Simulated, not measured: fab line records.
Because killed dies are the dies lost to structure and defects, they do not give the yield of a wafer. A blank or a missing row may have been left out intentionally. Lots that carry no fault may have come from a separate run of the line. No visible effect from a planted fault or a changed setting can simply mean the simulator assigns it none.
fab line records | flow rit-cmos
record lots=5 wafers=23
route steps=202 shown ACTIVE@9 NWELL@36 PWELL@41 WELLDRIVE@50 NRETRO@55 PRETRO@65 GATE@84 NLDD@111 SPACER@130 NSD@139 M1@202
start-h: start of the lot's first displayed wafer, in hours after the record's first day | wait-h: hours from the lot's prior step to this one | " unchanged from the row above | L1.1+2: a row that stands for several wafers | - value missing, or start not given | * or withheld: withheld | < > ~ a bound
route shown NAME@n: names a module that has steps shown in the file, with the first one's number in the route | usual: mean/standard deviation taken from wafers without a fault | same: alike in all rows | chamber/n: place in a boat | sites: the reading at each site | _std_site: the values' standard deviation | _edge_site: mean of outer sites minus mean of inner sites | radius-mm: for every site, how far away it sits from the centre of the wafer | mask NAME#n: copy n | behind: tool/chamber where the wafer was last shaped | hold: reason for holding the lot/hours on hold/outcome of the hold | device: names the non-switching transistor (n, p or np) | end of line: the tests these same wafers got at the end of their route | a step with no rows: only its recipe | killed: at the first sort, the dies lost to defects and structure; wafer yield is something else | map: a wafer's dies, x killed, . not, _ none there
set.NAME: the run value of the setting; set.NAME@STEP: its run value at that earlier step | model.NAME: the simulator's own value behind a step, which no gauge read
lots where settings were altered on purpose, with a table for each step and a row for each wafer
## steps
# step RIT_ACTIVE_EXPOSE_08
# recipe mask-id=M1 na=0.6 source-shape=conventional sigma-outer=0.6 target-cd-nm=1400 dose-mj=225
# columns lot.wafer tool chamber start-h wait-h mask set.dose-mj
L074.1+3+6 iline-stepper-02 0 14.04 0.1 M1#0 225
L074.4+5 " 0 " " M1#0 212.7
L075.1+2+3 iline-stepper-02 0 19.75 0.1 M1#0 225
L075.4+6 " 0 " " M1#0 210
L077.1+2 iline-stepper-01 0 31.19 0.1 M1#0 235.5
L077.3+4+5 " 0 " " M1#0 225
L080.1+4+6 iline-stepper-02 0 44.55 0.1 M1#0 225
L082.1+2+3 iline-stepper-02 0 54.38 0.1 M1#0 214.2
L082.4+5 " 0 " " M1#0 225
# step RIT_ACTIVE_PEB_09
# recipe resist=NOVOLAK temp-c=withheld time-s=withheld
# step RIT_ACTIVE_DEVELOP_10
# recipe resist=NOVOLAK develop-time-s=50 dev-temp-c=23
# step RIT_ACTIVE_CD_MEAS_11
# recipe target-cd-nm=1400
# usual cd-nm=1400.6/1.9
# columns lot.wafer tool chamber start-h wait-h set.dose-mj@ACTIVE_EXPOSE_08 cd-nm
L074.1 cd-sem-02 - 14.44 - 225 1404.1
L074.3 " - " " 225 1400.5
L074.4 " - " " 212.7 1418.8
L074.5 " - " " 212.7 1416.0
L074.6 " - " " 225 1401.7
L075.1 cd-sem-02 - 20.15 - 225 1402.4
L075.2 " - " " 225 1402.7
L075.3 " - " " 225 1404.9
L075.4 " - " " 210 1421.5
L075.6 " - " " 210 1422.6
L077.1 cd-sem-02 - 31.59 - 235.5 1387.7
L077.2 " - " " 235.5 1387.3
L077.3 " - " " 225 1397.5
L077.4 " - " " 225 1399.5
L077.5 " - " " 225 1399.7
L080.1 cd-sem-02 - 44.96 - 225 1400.9
L080.4 " - " " 225 1399.7
L080.6 " - " " 225 1398.4
L082.1 cd-sem-02 - 54.85 - 214.2 1416.6
L082.2 " - " " 214.2 1416.7
L082.3 " - " " 214.2 1416.6
L082.4 " - " " 225 1402.8
L082.5 " - " " 225 1404.6
# step RIT_ACTIVE_HARDBAKE_12
# recipe resist=NOVOLAK temp-c=140 time-s=60
# step RIT_ACTIVE_ETCH_13
# recipe stop-on=SiO2 chemistry=SF6 target=Si3N4 time-s=210 over-etch-frac=0.4 SF6_flow_sccm=200 pressure-mtorr=260 rf-w=125 target-depth-a=2100
# columns lot.wafer tool chamber start-h wait-h set.dose-mj@ACTIVE_EXPOSE_08 model.ACTIVE.cd-nm
L074.1 rie-diel-04 1 14.71 0.1 225 1404
L074.3 " 3 " " 225 1400
L074.4 " 2 " " 212.7 1419
L074.5 " 1 " " 212.7 1415
L074.6 " 2 " " 225 1402
L075.1 rie-diel-01 0 20.42 0.1 225 1402
L075.2 " 1 " " 225 1403
L075.3 " 2 " " 225 -
L075.4 " 3 " " 210 1422
L075.6 " 0 " " 210 1423
L077.1+2 rie-diel-01 0,3 31.86 0.1 235.5 1388
L077.3 " 1 " " 225 1397
L077.4 " 2 " " 225 1399
L077.5 " 3 " " 225 1400
L080.1 rie-diel-03 1 45.23 0.1 225 1401
L080.4 " 0 " " 225 1400
L080.6 " 1 " " 225 1399
L082.1+3 rie-diel-01 3,0 55.12 0.1 214.2 1416
L082.2 " 2 " " 214.2 1417
L082.4 " 3 " " 225 1402
L082.5 " 0 " " 225 1404
# step RIT_ACTIVE_STRIP_14
# recipe chemistry=O2 time-s=180 resist=NOVOLAK platen-temp-c=withheld power-w=500 pressure-mtorr=4000 o2-flow-sccm=4000
# step RIT_ACTIVE_CD_MEAS_90
# recipe target-cd-nm=1400
# usual cd-nm=1400.5/1.9
# columns lot.wafer tool chamber start-h wait-h set.dose-mj@ACTIVE_EXPOSE_08 cd-nm
L074.1 cd-sem-02 - 15.02 0.1 225 1404.5
L074.3 " - " " 225 1400.2
L074.4 " - " " 212.7 1418.8
L074.5 " - " " 212.7 1415.3
L074.6 " - " " 225 1401.7
L075.1 cd-sem-02 - 20.80 0.2 225 1402.1
L075.2 " - " " 225 1402.7
L075.3 " - " " 225 1404.8
L075.4 " - " " 210 1421.9
L075.6 " - " " 210 1422.7
L077.1 cd-sem-02 - 32.17 0.1 235.5 1387.9
L077.2 " - " " 235.5 1387.3
L077.3 " - " " 225 1397.4
L077.4 " - " " 225 1399.5
L077.5 " - " " 225 1399.9
L080.1 cd-sem-02 - 45.64 0.2 225 1400.3
L080.4 " - " " 225 1400.0
L080.6 " - " " 225 1398.5
L082.1 cd-sem-02 - 55.43 0.1 214.2 1416.1
L082.2 " - " " 214.2 1416.3
L082.3 " - " " 214.2 1416.5
L082.4 " - " " 225 1402.2
L082.5 " - " " 225 1404.3
# step RIT_NWELL_IMPLANT_08
# recipe species=P energy-kev=170 dose-cm2=5e+13 tilt-deg=7
# columns lot.wafer tool chamber start-h wait-h set.dose-cm2
L074.1+4+6 implanter-03 0 20.80 0.2 5e+13
L074.3+5 " 0 " " 4.828e+13
L075.1+4+6 implanter-04 0 26.75 0.2 5e+13
L075.2+3 " 0 " " 4.906e+13
L077.1+4+5 implanter-01 0 37.63 0.2 5e+13
L077.2+3 " 0 " " 5.372e+13
L080.1+4+6 implanter-03 0 51.20 0.2 5e+13
L082.1+3+4 implanter-04 0 61.87 0.2 5e+13
L082.2+5 " 0 " " 4.639e+13
# step RIT_PWELL_SOFTBAKE_02
# recipe resist=NOVOLAK temp-c=90 time-s=60
# columns lot.wafer tool chamber start-h wait-h set.temp-c
L074.1+3+4+5+6 litho-track-04 0 21.48 0.1 90
L075.1+4 litho-track-04 0 27.44 0.1 87.98
L075.2+3+6 " 0 " " 90
L077.1+3+5 litho-track-04 0 38.32 0.1 93
L077.2+4 " 0 " " 90
L080.1+4+6 litho-track-03 0 51.89 0.1 90
L082.1+2+4 litho-track-03 0 62.75 0.1 86.93
L082.3+5 " 0 " " 90
# step RIT_PWELL_EXPOSE_03
# recipe mask-id=M3 na=0.57 target-cd-nm=43700 dose-mj=250
# step RIT_PWELL_PEB_04
# recipe resist=NOVOLAK temp-c=withheld time-s=withheld
# step RIT_PWELL_DEVELOP_05
# recipe resist=NOVOLAK develop-time-s=68 dev-temp-c=23
# columns lot.wafer tool chamber start-h wait-h set.temp-c@PWELL_SOFTBAKE_02 model.NOVOLAK_of_PWELL_COAT_01.thk-nm
L074.1 litho-track-03 0 - - 90 1301
L074.3+6 " 0 " " 90 1302
L074.4 " 0 " " 90 1306
L074.5 " 0 " " 90 1299
L075.1 litho-track-01 0 - - 87.98 1303
L075.2 " 0 " " 90 1297
L075.3 " 0 " " 90 1295
L075.4 " 0 " " 87.98 1302
L075.6 " 0 " " 90 1298
L077.1+3 litho-track-04 0 - - 93 1290
L077.2+4 " 0 " " 90 1302
L077.5 " 0 " " 93 1286
L080.1 litho-track-03 0 - - 90 1310
L080.4+6 " 0 " " 90 1308
L082.1+4 litho-track-01 0 - - 86.93 1315
L082.2 " 0 " " 86.93 1313
L082.3 " 0 " " 90 1301
L082.5 " 0 " " 90 1303
# step RIT_PWELL_IMPLANT_08
# recipe species=B energy-kev=170 dose-cm2=7e+13 tilt-deg=7
# columns lot.wafer tool chamber start-h wait-h set.dose-cm2
L074.1+5 implanter-02 0 22.35 0.2 7e+13
L074.3+4+6 " 0 " " 6.561e+13
L075.1+2+6 implanter-02 0 28.30 0.2 6.67e+13
L075.3+4 " 0 " " 7e+13
L077.1+2+3+4+5 implanter-04 0 39.31 0.2 7e+13
L080.1+4+6 implanter-01 0 52.88 0.2 7e+13
L082.1+4 implanter-02 0 63.64 0.2 6.647e+13
L082.2+3+5 " 0 " " 7e+13
# step RIT_PWELL_STRIP_09
# recipe chemistry=O2 time-s=180 resist=NOVOLAK platen-temp-c=withheld power-w=500 pressure-mtorr=4000 o2-flow-sccm=4000
# step RIT_WELLDRIVE_ANNEAL_00
# recipe temp-c=1100 time-s=14700 ambient=N2
# step RIT_WELLDRIVE_RS_MEAS_01
# recipe thk-meas-gauge=four-point-probe
# usual NWELL_RS=275.4/0.81
# columns lot.wafer tool chamber start-h wait-h set.dose-cm2@NWELL_IMPLANT_08 NWELL_RS[ohm/sq]
L074.1 film-metro-03 - 28.30 0.0 5e+13 274.2
L074.3 " - " " 4.828e+13 280.5
L074.4 " - " " 5e+13 275.2
L074.5 " - " " 4.828e+13 280.2
L074.6 " - " " 5e+13 274.5
L075.1 film-metro-01 - 33.77 0.0 5e+13 274.4
L075.2 " - " " 4.906e+13 278.2
L075.3 " - " " 4.906e+13 278.6
L075.4 " - " " 5e+13 275.4
L075.6 " - " " 5e+13 275.0
L077.1 film-metro-04 - 46.41 0.0 5e+13 276.2
L077.2 " - " " 5.372e+13 264.7
L077.3 " - " " 5.372e+13 264.7
L077.4 " - " " 5e+13 276.5
L077.5 " - " " 5e+13 275.3
L080.1 film-metro-01 - 58.35 0.0 5e+13 275.3
L080.4 " - " " 5e+13 274.3
L080.6 " - " " 5e+13 275.9
L082.1 film-metro-01 - 69.11 0.0 5e+13 273.4
L082.2 " - " " 4.639e+13 286.9
L082.3 " - " " 5e+13 273.5
L082.4 " - " " 5e+13 273.7
L082.5 " - " " 4.639e+13 286.9
# step RIT_WELLDRIVE_RS_MEAS_02
# recipe thk-meas-gauge=four-point-probe
# usual PWELL_RS=428.9/2
# columns lot.wafer tool chamber start-h wait-h set.dose-cm2@PWELL_IMPLANT_08 PWELL_RS[ohm/sq]
L074.1 film-metro-03 - 28.42 0.1 7e+13 430.8
L074.3 " - " " 6.561e+13 448.3
L074.4 " - " " 6.561e+13 447.4
L074.5 " - " " 7e+13 430.9
L074.6 " - " " 6.561e+13 448.6
L075.1 film-metro-01 - 33.89 0.1 6.67e+13 439.5
L075.2 " - " " 6.67e+13 441.8
L075.3 " - " " 7e+13 427.8
L075.4 " - " " 7e+13 428.4
L075.6 " - " " 6.67e+13 442.3
L077.1 film-metro-04 - 46.53 0.1 7e+13 433.3
L077.2 " - " " 7e+13 433.8
L077.3 " - " " 7e+13 433.7
L077.4 " - " " 7e+13 434.6
L077.5 " - " " 7e+13 431.9
L080.1 film-metro-01 - 58.47 0.1 7e+13 428.4
L080.4 " - " " 7e+13 428.6
L080.6 " - " " 7e+13 429.1
L082.1 film-metro-01 - 69.23 0.1 6.647e+13 442.5
L082.2 " - " " 7e+13 427.3
L082.3 " - " " 7e+13 428.3
L082.4 " - " " 6.647e+13 443.3
L082.5 " - " " 7e+13 428.3
# step RIT_NRETRO_SOFTBAKE_02
# recipe resist=NOVOLAK temp-c=90 time-s=60
# columns lot.wafer tool chamber start-h wait-h set.temp-c
L074.1+6 litho-track-01 0 28.84 0.1 90
L074.3+4+5 " 0 " " 92.91
L075.1+2+3 litho-track-01 0 34.31 0.1 91.64
L075.4+6 " 0 " " 90
L077.1+4 litho-track-04 0 46.95 0.1 90
L077.2+3+5 " 0 " " 88.03
L080.1+4+6 litho-track-04 0 58.89 0.1 90
L082.1+2+5 litho-track-02 0 69.68 0.1 88.35
L082.3+4 " 0 " " 90
# step RIT_PRETRO_COAT_01
# recipe resist=NOVOLAK spin-rpm=2000 resist-thk-nm=1300
# columns lot.wafer tool chamber start-h wait-h set.spin-rpm model.NOVOLAK_of_PRETRO_COAT_01.thk-nm
L074.1 litho-track-03 0 30.37 0.1 2000 1307
L074.3+4+6 " 0 " " 2000 1308
L074.5 " 0 " " 2000 1302
L075.1 litho-track-02 0 35.84 0.1 2134 1262
L075.2 " 0 " " 2134 1261
L075.3 " 0 " " 2000 1305
L075.4 " 0 " " 2134 1259
L075.6 " 0 " " 2000 1300
L077.1 litho-track-03 0 48.39 0.1 1902 1333
L077.2+3 " 0 " " 1902 1334
L077.4 " 0 " " 2000 1300
L077.5 " 0 " " 2000 1303
L080.1 litho-track-02 0 60.41 0.1 2000 1297
L080.4 " 0 " " 2000 1306
L080.6 " 0 " " 2000 1301
L082.1 litho-track-01 0 71.20 0.1 2056 1284
L082.2 " 0 " " 2056 1280
L082.3 " 0 " " 2056 1283
L082.4+5 " 0 " " 2000 1302
# step RIT_PRETRO_SOFTBAKE_02
# recipe resist=NOVOLAK temp-c=90 time-s=60
# step RIT_PRETRO_EXPOSE_03
# recipe mask-id=M5 na=0.57 target-cd-nm=43700 dose-mj=250
# step RIT_PRETRO_DEVELOP_05
# recipe resist=NOVOLAK develop-time-s=68 dev-temp-c=23
# step RIT_PRETRO_HARDBAKE_07
# recipe resist=NOVOLAK temp-c=140 time-s=120
# columns lot.wafer tool chamber start-h wait-h set.spin-rpm@PRETRO_COAT_01 model.NOVOLAK_of_PRETRO_COAT_01.thk-nm
L074.1+3 litho-track-01 0 31.19 0.1 2000 1143
L074.4+6 " 0 " " 2000 1144
L074.5 " 0 " " 2000 1139
L075.1 litho-track-03 0 36.61 0.0 2134 1104
L075.2 " 0 " " 2134 1103
L075.3 " 0 " " 2000 1141
L075.4 " 0 " " 2134 1101
L075.6 " 0 " " 2000 1137
L077.1 litho-track-01 0 49.15 0.0 1902 1165
L077.2+3 " 0 " " 1902 1166
L077.4 " 0 " " 2000 1137
L077.5 " 0 " " 2000 1139
L080.1 litho-track-02 0 61.18 0.0 2000 1134
L080.4 " 0 " " 2000 1142
L080.6 " 0 " " 2000 1137
L082.1 litho-track-01 0 72.12 0.1 2056 1123
L082.2 " 0 " " 2056 1120
L082.3 " 0 " " 2056 1122
L082.4+5 " 0 " " 2000 1138
# step RIT_GATE_CVD_08
# recipe material=poly-Si target-thk-nm=250 temp-c=610 precursor=SiH4 time-s=2220 pressure-mtorr=300 sih4-flow-sccm=100
# columns lot.wafer tool chamber start-h wait-h set.sih4-flow-sccm model.poly-Si_of_GATE_CVD_08.thk-nm
L074.1+3 - - - 0.1 103.9 260.9
L074.4 " - " " 103.9 259.9
L074.5 " - " " 103.9 262.5
L074.6 " - " " 103.9 260.4
L075.1 - - - 0.1 93.39 236.1
L075.2 " - " " 93.39 236
L075.3 " - " " 93.39 236.2
L075.4 " - " " 93.39 232.6
L075.6 " - " " 93.39 233.7
L077.1+4 - - - 0.1 112.4 282.3
L077.2 " - " " 112.4 282.6
L077.3 " - " " 112.4 282.5
L077.5 " - " " 112.4 282.4
L080.1 lpcvd-02 1 64.24 0.6 100 249.6
L080.4 " 1 " " 100 250.4
L080.6 " 1 " " 100 249.4
L082.1 - - - 0.1 87.44 220.9
L082.2 " - " " 87.44 220.8
L082.3 " - " " 87.44 217.7
L082.4 " - " " 87.44 221.8
L082.5 " - " " 87.44 219.5
# step RIT_GATE_THK_MEAS_09
# recipe reads=poly-Si_of_GATE_CVD_08
# usual GATE_POLY_THK=251.4/1.8
# columns lot.wafer tool chamber start-h wait-h set.sih4-flow-sccm@GATE_CVD_08 GATE_POLY_THK[nm]
L074.1 film-metro-04 - - - 103.9 260.9
L074.3 " - " " 103.9 260.9
L074.4 " - " " 103.9 259.8
L074.5 " - " " 103.9 262.6
L074.6 " - " " 103.9 260.3
L075.1 film-metro-04 - - - 93.39 236.2
L075.2 " - " " 93.39 235.9
L075.3 " - " " 93.39 236.2
L075.4 " - " " 93.39 232.6
L075.6 " - " " 93.39 233.9
L077.1 film-metro-03 - - - 112.4 282.3
L077.2 " - " " 112.4 282.5
L077.3 " - " " 112.4 282.5
L077.4 " - " " 112.4 282.1
L077.5 " - " " 112.4 282.4
L080.1 film-metro-03 - 66.66 0.0 100 249.7
L080.4 " - " " 100 250.5
L080.6 " - " " 100 249.3
L082.1 film-metro-04 - - - 87.44 221.1
L082.2 " - " " 87.44 221.0
L082.3 " - " " 87.44 217.5
L082.4 " - " " 87.44 221.8
L082.5 " - " " 87.44 219.6
# step RIT_GATE_DEVELOP_15
# recipe resist=NOVOLAK develop-time-s=50 dev-temp-c=23
# columns lot.wafer tool chamber start-h wait-h set.dev-temp-c
L074.1+3 litho-track-03 0 - - 23
L074.4+5+6 " 0 " " 24.95
L075.1+6 litho-track-04 0 - - 20.51
L075.2+3+4 " 0 " " 23
L077.1+2+5 litho-track-03 0 - - 19.49
L077.3+4 " 0 " " 23
L080.1+4+6 litho-track-04 0 - - 23
L082.1+3+5 litho-track-02 0 - - 23
L082.2+4 " 0 " " 25.89
# step RIT_GATE_HARDBAKE_18
# recipe resist=NOVOLAK temp-c=140 time-s=60
# step RIT_GATE_ETCH_19
# recipe chemistry=SF6/CHF3/O2 time-s=165 SF6_flow_sccm=30 CHF3_flow_sccm=30 O2_flow_sccm=5 target=poly-Si pressure-mtorr=40 rf-w=160 target-depth-a=3125 over-etch-frac=0.25 stop-on=SiO2
# usual oes-product-au=0.861/0.0086
# columns lot.wafer tool chamber start-h wait-h set.sih4-flow-sccm@GATE_CVD_08 oes-product-au
L074.1 rie-si-01 3 36.54 0.1 103.9 0.884
L074.3 " 1 " " 103.9 0.877
L074.4 " 1 " " 103.9 0.880
L074.5 " 3 " " 103.9 0.884
L074.6 " 0 " " 103.9 0.875
L075.1 rie-si-02 2 46.07 0.1 93.39 0.824
L075.2 " 0 " " 93.39 0.826
L075.3 " 1 " " 93.39 0.836
L075.4 " 3 " " 93.39 0.794
L075.6 " 1 " " 93.39 0.812
L077.1 rie-si-02 1 55.61 0.1 112.4 0.937
L077.2 " 0 " " 112.4 0.944
L077.3 " 2 " " 112.4 0.943
L077.4 " 0 " " 112.4 0.939
L077.5 " 1 " " 112.4 0.932
L080.1 rie-si-01 0 67.88 0.1 100 0.849
L080.4 " 1 " " 100 0.862
L080.6 " 1 " " 100 0.853
L082.1 rie-si-01 3 79.64 0.1 87.44 0.775
L082.2 " 0 " " 87.44 0.786
L082.3 " 2 " " 87.44 0.784
L082.4 " 1 " " 87.44 0.782
L082.5 " 3 " " 87.44 0.781
# step RIT_NLDD_IMPLANT_08
# recipe species=P energy-kev=20 dose-cm2=5e+14 tilt-deg=7
# columns lot.wafer tool chamber start-h wait-h set.energy-kev model.implant.rp-nm model.implant.drp-nm
L074.1+3+4+5+6 implanter-03 0 42.55 0.1 20 27.5 12.97
L075.1+2 implanter-01 0 50.50 0.1 20.32 28.6 13.09
L075.3+4+6 " 0 " " 20 28.29 12.97
L077.1+5 implanter-04 0 60.16 0.1 21.08 28.75 13.39
L077.2+3+4 " 0 " " 20 27.75 12.97
L080.1+4+6 implanter-03 0 72.52 0.1 20 28.11 12.97
L082.1+4+5 implanter-01 0 84.21 0.1 19.1 25.93 12.61
L082.2+3 " 0 " " 20 26.75 12.97
# step RIT_SPACER_ETCHBACK_05
# recipe target-depth-a=2500 SF6_flow_sccm=30 CHF3_flow_sccm=30 target=Si3N4 chemistry=SF6/CHF3 pressure-mtorr=40 rf-w=250 time-s=240 stop-on=SiO2
# columns lot.wafer tool chamber start-h wait-h set.time-s set.sih4-flow-sccm@GATE_CVD_08 model.poly-Si_of_GATE_CVD_08.thk-nm model.Si3N4_of_SPACER_CVD_03.thk-nm
L074.1 rie-diel-02 2 47.78 0.1 240 103.9 178 197.6
L074.3 " 1 " " 227.9 103.9 181.3 199.4
L074.4 " 0 " " 240 103.9 178.2 197.9
L074.5 " 0 " " 227.9 103.9 183.3 200
L074.6 " 1 " " 240 103.9 177.7 195.3
L075.1 rie-diel-02 2 55.85 0.1 273 93.39 144.1 191.9
L075.2 " 1 " " 240 93.39 153 199.1
L075.3 " 0 " " 240 93.39 154.1 199
L075.4 " 3 " " 273 93.39 140.2 190.7
L075.6 " 1 " " 240 93.39 150.8 198.9
L077.1 rie-diel-04 1 64.31 0.1 219.3 112.4 205.8 200.5
L077.2 " 2 " " 240 112.4 200.8 198.2
L077.3 " 3 " " 219.3 112.4 204.9 201.3
L077.4 " 0 " " 219.3 112.4 205.1 202.8
L077.5 " 1 " " 240 112.4 199.5 197.1
L080.1 rie-diel-04 2 77.63 0.1 240 100 168.6 199.5
L080.4 " 2 " " 240 100 169.1 198
L080.6 " 0 " " 240 100 167.8 198.5
L082.1 rie-diel-02 1 88.36 0.1 270.4 87.44 129.9 190.4
L082.2 " 2 " " 240 87.44 138.7 197.7
L082.3 " 0 " " 270.4 87.44 126.7 189.2
L082.4 " 3 " " 270.4 87.44 129.6 188.8
L082.5 " 2 " " 240 87.44 137.6 197
# step RIT_NSD_IMPLANT_08
# recipe species=P energy-kev=25 dose-cm2=1e+15 tilt-deg=7
# columns lot.wafer tool chamber start-h wait-h set.dose-cm2
L074.1+3+4+5+6 implanter-03 0 49.09 0.1 1e+15
L075.1+3 implanter-03 0 57.04 0.1 9.508e+14
L075.2+4+6 " 0 " " 1e+15
L077.1+4 implanter-03 0 65.62 0.1 1e+15
L077.2+3+5 " 0 " " 1.03e+15
L080.1+4+6 implanter-03 0 78.94 0.1 1e+15
L082.1+2+3 implanter-01 0 89.67 0.1 1.065e+15
L082.4+5 " 0 " " 1e+15
# step RIT_M1_PROBE_99
# columns lot.wafer tool chamber start-h wait-h set.dev-temp-c@GATE_DEVELOP_15 model.etest.nmos_0p15.drive-ua-um model.etest.nmos_0p15.r-on-ohm-um model.etest.nmos_0p3.r-on-ohm-um model.etest.pmos_0p15.drive-ua-um model.etest.pmos_0p15.r-on-ohm-um model.etest.pmos_0p3.r-on-ohm-um
L074.1 prober-02 - 58.93 0.1 23 438.1 1171 2204 244.9 2838 6368
L074.3 prober-02 - 59.03 0.2 23 454 1114 2118 243.7 2870 6305
L074.4 prober-02 - 59.08 0.2 24.95 416.4 1225 2222 216.2 3158 6756
L074.5 prober-02 - 59.13 0.2 24.95 376.3 1266 2295 203.3 3309 6780
L074.6 prober-02 - 59.18 0.2 24.95 406.7 1255 2246 216.7 3160 6562
L075.2 prober-01 - 67.06 0.1 23 485.8 1104 2167 247.6 2840 6522
L075.3 prober-01 - 67.11 0.2 23 463 1145 2216 249.6 2802 6505
L075.6 prober-01 - 67.26 0.2 20.51 571 997.7 2036 301.5 2410 6153
L077.1 prober-01 - 75.81 0.1 19.49 594.1 860.6 1992 340.5 2143 5918
L077.2 prober-01 - 75.86 0.1 19.49 579.8 964 2050 323.1 2246 6011
L077.3 prober-01 - 75.91 0.2 23 461.8 1055 2168 247.2 2754 6510
L077.4 prober-01 - 75.96 0.2 23 480.1 1048 2159 262.5 2672 6369
L077.5 prober-01 - 76.01 0.2 19.49 583.5 960.8 2034 330.4 2228 5872
L080.1 prober-02 - 89.16 0.1 23 462.4 1098 2143 242.3 2900 6483
L080.4 prober-02 - 89.31 0.2 23 466.1 1114 2197 240.1 2916 6597
L080.6 prober-02 - 89.41 0.2 23 459.9 1130 2170 238.4 2957 6514
L082.2 prober-02 - 99.94 0.1 25.89 398 1289 2294 212.3 3279 6821
L082.5 prober-02 - 100.09 0.2 23 452.7 1177 2178 253.1 2803 6208
# killed by level:class
L080.1 GATE:geometric-particle:short=5 GATE:geometric-particle:open=4 SPACER:geometric-particle:short=2 SPACER:geometric-particle:open=2 REOX:geometric-particle:short=1 SILICIDE:geometric-particle:open=1
L080.4 GATE:geometric-particle:short=3 GATE:geometric-particle:open=2 FOX1:geometric-particle:short=1 SILICIDE:geometric-particle:open=1 CONTACT:coat-microbubble-printed=1
L080.6 SPACER:geometric-particle:open=3 SPACER:geometric-particle:short=3 REOX:geometric-particle:open=2 FOX1:geometric-particle:open=1 FOX2:geometric-particle:open=1 GATE:geometric-particle:short=1 SILICIDE:geometric-particle:open=1
## key
split step=RIT_ACTIVE_EXPOSE_08 setting=dose-mj stated=225 by=wafer
response step=RIT_ACTIVE_CD_MEAS_11 reading=cd-nm change=-2.72 per=1% r=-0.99
response step=RIT_ACTIVE_ETCH_13 reading=model.ACTIVE.cd-nm change=-2.74 per=1% r=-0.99
response step=RIT_ACTIVE_CD_MEAS_90 reading=cd-nm change=-2.72 per=1% r=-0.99
split step=RIT_NWELL_IMPLANT_08 setting=dose-cm2 stated=5e+13 by=wafer
response step=RIT_WELLDRIVE_RS_MEAS_01 reading=NWELL_RS change=-1.68 per=1% r=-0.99
split step=RIT_PWELL_SOFTBAKE_02 setting=temp-c stated=90 by=wafer
response step=RIT_PWELL_DEVELOP_05 reading=model.NOVOLAK_of_PWELL_COAT_01.thk-nm change=-3.58 per=1% r=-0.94
split step=RIT_PWELL_IMPLANT_08 setting=dose-cm2 stated=7e+13 by=wafer
response step=RIT_WELLDRIVE_RS_MEAS_02 reading=PWELL_RS change=-2.82 per=1% r=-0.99
split step=RIT_NRETRO_SOFTBAKE_02 setting=temp-c stated=90 by=wafer
response none in this file
split step=RIT_PRETRO_COAT_01 setting=spin-rpm stated=2000 by=wafer
response step=RIT_PRETRO_COAT_01 reading=model.NOVOLAK_of_PRETRO_COAT_01.thk-nm change=-6.42 per=1% r=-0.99
response step=RIT_PRETRO_HARDBAKE_07 reading=model.NOVOLAK_of_PRETRO_COAT_01.thk-nm change=-5.53 per=1% r=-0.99
split step=RIT_GATE_CVD_08 setting=sih4-flow-sccm stated=100 by=lot
response step=RIT_GATE_CVD_08 reading=model.poly-Si_of_GATE_CVD_08.thk-nm change=+2.49 per=1% r=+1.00
response step=RIT_GATE_THK_MEAS_09 reading=GATE_POLY_THK change=+2.48 per=1% r=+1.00
response step=RIT_GATE_ETCH_19 reading=oes-product-au change=+0.00624 per=1% r=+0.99
response step=RIT_SPACER_ETCHBACK_05 reading=model.poly-Si_of_GATE_CVD_08.thk-nm change=+2.86 per=1% r=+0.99
split step=RIT_GATE_DEVELOP_15 setting=dev-temp-c stated=23 by=wafer
response step=RIT_M1_PROBE_99 reading=model.etest.pmos_0p15.r-on-ohm-um change=+36.1 per=1% r=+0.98
response step=RIT_M1_PROBE_99 reading=model.etest.nmos_0p15.r-on-ohm-um change=+9.46 per=1% r=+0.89
response step=RIT_M1_PROBE_99 reading=model.etest.pmos_0p3.r-on-ohm-um change=+37.1 per=1% r=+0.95
response step=RIT_M1_PROBE_99 reading=model.etest.nmos_0p3.r-on-ohm-um change=+10.2 per=1% r=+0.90
response step=RIT_M1_PROBE_99 reading=model.etest.nmos_0p15.drive-ua-um change=-6.91 per=1% r=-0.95
response step=RIT_M1_PROBE_99 reading=model.etest.pmos_0p15.drive-ua-um change=-4.53 per=1% r=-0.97
split step=RIT_NLDD_IMPLANT_08 setting=energy-kev stated=20 by=wafer
response step=RIT_NLDD_IMPLANT_08 reading=model.implant.rp-nm change=+0.185 per=1% r=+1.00
response step=RIT_NLDD_IMPLANT_08 reading=model.implant.drp-nm change=+0.078 per=1% r=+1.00
split step=RIT_SPACER_ETCHBACK_05 setting=time-s stated=240 by=wafer
response step=RIT_SPACER_ETCHBACK_05 reading=model.Si3N4_of_SPACER_CVD_03.thk-nm change=-0.563 per=1% r=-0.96
split step=RIT_NSD_IMPLANT_08 setting=dose-cm2 stated=1e+15 by=wafer
response none in this file
